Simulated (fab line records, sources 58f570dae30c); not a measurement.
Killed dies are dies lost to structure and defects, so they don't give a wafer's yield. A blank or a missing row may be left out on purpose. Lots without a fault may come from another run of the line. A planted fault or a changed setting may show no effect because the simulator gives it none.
A struck lot beside a sound one | flow berkeley_cmos170 | 3 steps out of a route of 331
Sound: wafers L411.3, L411.5, L411.6. Struck: wafers L422.1, L422.2, L422.5. The cause comes at the end.
At each step with rows: each side's tool, then ch and its chambers, then its first start. Under that, the readings that differ: sound wafers | struck wafers | difference of the means | sigmas: that difference in standard deviations of wafers without a fault.
alike: readings whose means differ by less than 2 such deviations, and words and numbers that are the same on both sides. not compared: withheld readings, readings that some wafer has no value for, bounds like >300 that may hide the same value, and numbers for which the record gives no deviation and whose values overlap.
The two part at a step that has a row with sigmas, a row that says differs or no value, or rows on one side only. Numbers that don't overlap but have no deviation are shown without sigmas and don't part them. A reading that every wafer of one side lacks parts them only if that side has two wafers or more.

UCB170_START_BOW_MEAS_00:
  sound on film_metro-03, day 2 01:02; struck on film_metro-03, day 4 08:00
  alike: INCOMING_BOW
then, 1 step without rows for these wafers: UCB170_START_CLEAN_01 (cleans in dHF, time 60 s).
UCB170_START_OXIDATION_02: target thk 20 nm, ox time 1800 s.
  sound on furnace-01 ch 0, day 2 05:39; struck on furnace-03, day 4 09:47
  no value came back on the struck wafers for ox_temp_c (C), ox_temp_c_max; on the sound wafers ox_temp_c (C) reads 950.1 949.9 949.5

WHERE THEY PART
Only at UCB170_START_OXIDATION_02, within this record.

WHY: what the simulator had put in
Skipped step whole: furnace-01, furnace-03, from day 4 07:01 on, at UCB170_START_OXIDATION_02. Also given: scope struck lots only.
